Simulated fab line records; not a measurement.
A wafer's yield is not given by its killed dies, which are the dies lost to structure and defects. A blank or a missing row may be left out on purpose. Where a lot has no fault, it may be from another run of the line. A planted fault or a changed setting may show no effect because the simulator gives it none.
Which tool was responsible? :: flow berkeley_cmos170 :: 42 wafers from 14 lots sampled at 4 of the route's 331 steps

WHAT EACH GAUGE READ, for each wafer
UCB170_CONTACT_OVL_MEAS_16.
lot: L522
measured: day 8 15:52
on: overlay-01
CONTACT_OVL (nm): -13 -12 -14

lot: L524
measured: day 8 22:32
on: overlay-01
CONTACT_OVL (nm): -6 -1 1

lot: L527
measured: day 9 06:34
on: overlay-02
CONTACT_OVL (nm): 3 -3 -6

lot: L525
measured: day 9 06:16
on: overlay-02
CONTACT_OVL (nm): -11 -4 0

lot: L526
measured: day 9 08:23
on: overlay-02
CONTACT_OVL (nm): -2 -3 -8

lot: L530
measured: day 9 23:14
on: overlay-02
CONTACT_OVL (nm): -14 -7 -6

lot: L531
measured: day 9 23:23
on: overlay-01
CONTACT_OVL (nm): -2 -8

lot: L535
measured: day 10 20:35
on: overlay-01
CONTACT_OVL (nm): 5 8

lot: L539
measured: day 11 23:23
on: overlay-01
CONTACT_OVL (nm): 2 1 -4

lot: L541
measured: day 12 01:10
on: overlay-01
CONTACT_OVL (nm): 1 -4 -5

lot: L538
measured: day 12 01:26
on: overlay-01
CONTACT_OVL (nm): -4 -9 -4

lot: L543
measured: day 12 22:52
on: overlay-01
CONTACT_OVL (nm): 2 8 -2

lot: L544
measured: day 13 08:47
on: overlay-02
CONTACT_OVL (nm): -5 -10 1

lot: L545
measured: day 13 07:37
on: overlay-01
CONTACT_OVL (nm): -7 -4 -3

TOOL THAT RAN EACH LOT (tool first, then ch and the chambers of the sampled wafers, then the start)
lot: L522
UCB170_PVT_STRIP_08: plasma_asher-03 ch 0,1, day 7 01:04
UCB170_SPACER_ETCHBACK_03: rie_diel-01 ch 0,2, day 8 03:35
UCB170_PSD_STRIP_09: plasma_asher-02 ch 1, day 8 05:20

lot: L524
UCB170_PVT_STRIP_08: plasma_asher-03 ch 0,1, day 7 11:13
UCB170_SPACER_ETCHBACK_03: rie_diel-03 ch 0,2,3, day 8 07:50
UCB170_PSD_STRIP_09: plasma_asher-02 ch 0, day 8 10:11

lot: L527
UCB170_PVT_STRIP_08: plasma_asher-03 ch 0,1, day 7 15:29
UCB170_SPACER_ETCHBACK_03: rie_diel-02 ch 0,2, day 8 16:51
UCB170_PSD_STRIP_09: plasma_asher-01 ch 0,1, day 8 19:56

lot: L525
UCB170_PVT_STRIP_08: plasma_asher-01 ch 0,1, day 7 16:46
UCB170_SPACER_ETCHBACK_03: rie_diel-03 ch 1,2,3, day 8 16:51
UCB170_PSD_STRIP_09: plasma_asher-02 ch 0,1, day 8 20:14

lot: L526
UCB170_PVT_STRIP_08: plasma_asher-02 ch 1, day 7 17:01
UCB170_SPACER_ETCHBACK_03: rie_diel-02 ch 0,1, day 8 16:55
UCB170_PSD_STRIP_09: plasma_asher-01 ch 1, day 8 20:21

lot: L530
UCB170_PVT_STRIP_08: plasma_asher-02 ch 0,1, day 8 06:45
UCB170_SPACER_ETCHBACK_03: rie_diel-01 ch 0,1,3, day 9 07:01
UCB170_PSD_STRIP_09: plasma_asher-02 ch 0,1, day 9 09:35

lot: L531
UCB170_PVT_STRIP_08: plasma_asher-03 ch 1, day 8 07:12
UCB170_SPACER_ETCHBACK_03: rie_diel-02 ch 0,1,2, day 9 07:01
UCB170_PSD_STRIP_09: plasma_asher-02 ch 0,1, day 9 09:18

lot: L535
UCB170_PVT_STRIP_08: plasma_asher-01 ch 1, day 9 04:48
UCB170_SPACER_ETCHBACK_03: rie_diel-02 ch 0,1, day 10 07:53
UCB170_PSD_STRIP_09: plasma_asher-02 ch 0,1, day 10 09:35

lot: L539
UCB170_PVT_STRIP_08: plasma_asher-03 ch 0,1, day 10 12:11
UCB170_SPACER_ETCHBACK_03: rie_diel-03 ch 1,2, day 11 13:00
UCB170_PSD_STRIP_09: plasma_asher-03 ch 0,1, day 11 15:00

lot: L541
UCB170_PVT_STRIP_08: plasma_asher-03 ch 0,1, day 10 12:44
UCB170_SPACER_ETCHBACK_03: rie_diel-03 ch 1,2,3, day 11 13:04
UCB170_PSD_STRIP_09: plasma_asher-02 ch 0,1, day 11 16:00

lot: L538
UCB170_PVT_STRIP_08: plasma_asher-01 ch 0,1, day 10 13:29
UCB170_SPACER_ETCHBACK_03: rie_diel-01 ch 0,1, day 11 13:00
UCB170_PSD_STRIP_09: plasma_asher-02 ch 0,1, day 11 15:44

lot: L543
UCB170_PVT_STRIP_08: plasma_asher-01 ch 0,1, day 11 07:15
UCB170_SPACER_ETCHBACK_03: rie_diel-03 ch 0,1,3, day 12 07:22
UCB170_PSD_STRIP_09: plasma_asher-03 ch 0,1, day 12 09:53

lot: L544
UCB170_PVT_STRIP_08: plasma_asher-03 ch 0,1, day 11 16:43
UCB170_SPACER_ETCHBACK_03: rie_diel-03 ch 2,3, day 12 18:51
UCB170_PSD_STRIP_09: plasma_asher-02 ch 0,1, day 12 21:32

lot: L545
UCB170_PVT_STRIP_08: plasma_asher-01 ch 0,1, day 11 16:55
UCB170_SPACER_ETCHBACK_03: rie_diel-01 ch 1,2,3, day 12 18:47
UCB170_PSD_STRIP_09: plasma_asher-03 ch 0,1, day 12 21:01
- UCB170_PVT_STRIP_08: strips in O2.
- UCB170_SPACER_ETCHBACK_03: etches SiO2 in CHF3/CF4/Ar, stops on Si, target depth 376 nm, time 100 s.
- UCB170_PSD_STRIP_09: strips in O2.

AS READ BY THE TOOLS THEMSELVES (means over the sampled wafers that have a number; for cases with no such wafer, the mark the record gives instead)
UCB170_PVT_STRIP_08.
lot: L522
tool: plasma_asher-03
drypump_motor_current_A (A): 5.3
oes_product_au (a.u.): 0.736
strip_time_to_endpoint_s (s): 21.79

lot: L524
tool: plasma_asher-03
drypump_motor_current_A (A): 5.3
oes_product_au (a.u.): 0.739
strip_time_to_endpoint_s (s): 21.59

lot: L527
tool: plasma_asher-03
drypump_motor_current_A (A): 5.4
oes_product_au (a.u.): 0.731
strip_time_to_endpoint_s (s): 21.64

lot: L525
tool: plasma_asher-01
drypump_motor_current_A (A): 5.8
oes_product_au (a.u.): 0.734
strip_time_to_endpoint_s (s): 21.53

lot: L526
tool: plasma_asher-02
drypump_motor_current_A (A): 5.3
oes_product_au (a.u.): 0.732
strip_time_to_endpoint_s (s): 21.61

lot: L530
tool: plasma_asher-02
drypump_motor_current_A (A): 5.7
oes_product_au (a.u.): 0.740
strip_time_to_endpoint_s (s): 21.63

lot: L531
tool: plasma_asher-03
drypump_motor_current_A (A): 5.4
oes_product_au (a.u.): 0.733
strip_time_to_endpoint_s (s): 21.68

lot: L535
tool: plasma_asher-01
drypump_motor_current_A (A): 6.2
oes_product_au (a.u.): 0.734
strip_time_to_endpoint_s (s): 21.59

lot: L539
tool: plasma_asher-03
drypump_motor_current_A (A): 5.3
oes_product_au (a.u.): 0.734
strip_time_to_endpoint_s (s): 21.59

lot: L541
tool: plasma_asher-03
drypump_motor_current_A (A): 5.4
oes_product_au (a.u.): 0.737
strip_time_to_endpoint_s (s): 21.55

lot: L538
tool: plasma_asher-01
drypump_motor_current_A (A): 5.8
oes_product_au (a.u.): 0.733
strip_time_to_endpoint_s (s): 21.57

lot: L543
tool: plasma_asher-01
drypump_motor_current_A (A): 5.8
oes_product_au (a.u.): 0.739
strip_time_to_endpoint_s (s): 21.49

lot: L544
tool: plasma_asher-03
drypump_motor_current_A (A): 5.3
oes_product_au (a.u.): 0.731
strip_time_to_endpoint_s (s): 21.61

lot: L545
tool: plasma_asher-01
drypump_motor_current_A (A): 5.8
oes_product_au (a.u.): 0.733
strip_time_to_endpoint_s (s): 21.60

UCB170_SPACER_ETCHBACK_03.
lot: L522
tool: rie_diel-01
drypump_motor_current_A (A): 5.7
oes_product_au (a.u.): 0.895
run_length_s (s): 128.7
throttle_valve_pct (%): 6.60

lot: L524
tool: rie_diel-03
drypump_motor_current_A (A): 5.7
oes_product_au (a.u.): 0.913
run_length_s (s): 128.3
throttle_valve_pct (%): 6.50

lot: L527
tool: rie_diel-02
drypump_motor_current_A (A): 5.7
oes_product_au (a.u.): 0.908
run_length_s (s): 128.0
throttle_valve_pct (%): 6.39

lot: L525
tool: rie_diel-03
drypump_motor_current_A (A): 5.7
oes_product_au (a.u.): 0.902
run_length_s (s): 128.5
throttle_valve_pct (%): 6.49

lot: L526
tool: rie_diel-02
drypump_motor_current_A (A): 5.8
oes_product_au (a.u.): 0.905
run_length_s (s): 128.0
throttle_valve_pct (%): 6.42

lot: L530
tool: rie_diel-01
drypump_motor_current_A (A): 5.4
oes_product_au (a.u.): 0.904
run_length_s (s): 128.5
throttle_valve_pct (%): 6.50

lot: L531
tool: rie_diel-02
drypump_motor_current_A (A): 5.9
oes_product_au (a.u.): 0.926
run_length_s (s): 121.6
throttle_valve_pct (%): 6.45

lot: L535
tool: rie_diel-02
drypump_motor_current_A (A): 6.0
oes_product_au (a.u.): 0.923
run_length_s (s): 121.7
throttle_valve_pct (%): 6.48

lot: L539
tool: rie_diel-03
drypump_motor_current_A (A): 5.7
oes_product_au (a.u.): 0.874
run_length_s (s): 128.9
throttle_valve_pct (%): 6.48

lot: L541
tool: rie_diel-03
drypump_motor_current_A (A): 5.7
oes_product_au (a.u.): 0.890
run_length_s (s): 128.5
throttle_valve_pct (%): 6.47

lot: L538
tool: rie_diel-01
drypump_motor_current_A (A): 5.4
oes_product_au (a.u.): 0.912
run_length_s (s): 128.5
throttle_valve_pct (%): 6.64

lot: L543
tool: rie_diel-03
drypump_motor_current_A (A): 5.9
oes_product_au (a.u.): 0.891
run_length_s (s): 128.1
throttle_valve_pct (%): 6.48

lot: L544
tool: rie_diel-03
drypump_motor_current_A (A): 5.6
oes_product_au (a.u.): 0.893
run_length_s (s): 128.2
throttle_valve_pct (%): 6.50

lot: L545
tool: rie_diel-01
drypump_motor_current_A (A): 5.5
oes_product_au (a.u.): 0.927
run_length_s (s): 128.3
throttle_valve_pct (%): 6.56

UCB170_PSD_STRIP_09.
lot: L522
tool: plasma_asher-02
drypump_motor_current_A (A): 5.3
oes_product_au (a.u.): 0.598
strip_time_to_endpoint_s (s): 29.36

lot: L524
tool: plasma_asher-02
drypump_motor_current_A (A): 6.1
oes_product_au (a.u.): 0.604
strip_time_to_endpoint_s (s): 29.36

lot: L527
tool: plasma_asher-01
drypump_motor_current_A (A): 5.8
oes_product_au (a.u.): 0.603
strip_time_to_endpoint_s (s): 29.34

lot: L525
tool: plasma_asher-02
drypump_motor_current_A (A): 5.6
oes_product_au (a.u.): 0.604
strip_time_to_endpoint_s (s): 29.34

lot: L526
tool: plasma_asher-01
drypump_motor_current_A (A): 6.3
oes_product_au (a.u.): 0.601
strip_time_to_endpoint_s (s): 29.41

lot: L530
tool: plasma_asher-02
drypump_motor_current_A (A): 5.9
oes_product_au (a.u.): 0.598
strip_time_to_endpoint_s (s): 29.40

lot: L531
tool: plasma_asher-02
drypump_motor_current_A (A): 5.7
oes_product_au (a.u.): 0.601
strip_time_to_endpoint_s (s): 29.58

lot: L535
tool: plasma_asher-02
drypump_motor_current_A (A): 5.8
oes_product_au (a.u.): 0.598
strip_time_to_endpoint_s (s): 29.49

lot: L539
tool: plasma_asher-03
drypump_motor_current_A (A): 5.4
oes_product_au (a.u.): 0.595
strip_time_to_endpoint_s (s): 29.33

lot: L541
tool: plasma_asher-02
drypump_motor_current_A (A): 5.9
oes_product_au (a.u.): 0.604
strip_time_to_endpoint_s (s): 29.35

lot: L538
tool: plasma_asher-02
drypump_motor_current_A (A): 5.9
oes_product_au (a.u.): 0.600
strip_time_to_endpoint_s (s): 29.43

lot: L543
tool: plasma_asher-03
drypump_motor_current_A (A): 5.3
oes_product_au (a.u.): 0.594
strip_time_to_endpoint_s (s): 29.44

lot: L544
tool: plasma_asher-02
drypump_motor_current_A (A): 5.9
oes_product_au (a.u.): 0.600
strip_time_to_endpoint_s (s): 29.33

lot: L545
tool: plasma_asher-03
drypump_motor_current_A (A): 5.4
oes_product_au (a.u.): 0.602
strip_time_to_endpoint_s (s): 29.35

THE ANSWER, worked out from the rows above alone
Rule: what is usual is taken from the lots themselves. Put in order of their means at a reading, lots are off if they are a third of the lots or fewer, leave a main group of 4 or more, and stand apart from it by a gap of 3 or more times the standard deviation of the main group's means; of several such gaps the widest counts. A main group is skipped when, at the precision printed for the reading in the tables above, its means are all equal. A lot without any number at a reading at which 4 lots or more have one is off too. All remaining lots with rows at the step are treated as sound. After the gauges, taken in route order, come the tools' own readings; for these a lot's mean is taken, as printed above. At the first step where some lot is off, the reading lying furthest off is the one used; lots without a number count as furthest.
Off, at UCB170_SPACER_ETCHBACK_03 on run_length_s: L531, L535. The main group has a mean of 128.4 s with a standard deviation of 0.26.
A tool fits if, at that step or a process step before it, it ran every lot that is off, and no sound lot after the first of them. One fits: UCB170_SPACER_ETCHBACK_03 on rie_diel-02. Its last sound lot is L526 (day 8 16:55), its first lot that is off L531 (day 9 07:01): a fault that began between those two fits.
On the lots that are off, the tool's own readings at UCB170_SPACER_ETCHBACK_03 differ by more than 5 times the standard deviation of the sound lots' means, which bears it out; run_length_s reads 121.7 s there versus 128.4 s on the sound lots.

WHAT THE SIMULATOR PUT IN
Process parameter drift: rie_diel-02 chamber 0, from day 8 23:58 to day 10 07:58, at UCB170_SPACER_ETCHBACK_03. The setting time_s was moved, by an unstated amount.
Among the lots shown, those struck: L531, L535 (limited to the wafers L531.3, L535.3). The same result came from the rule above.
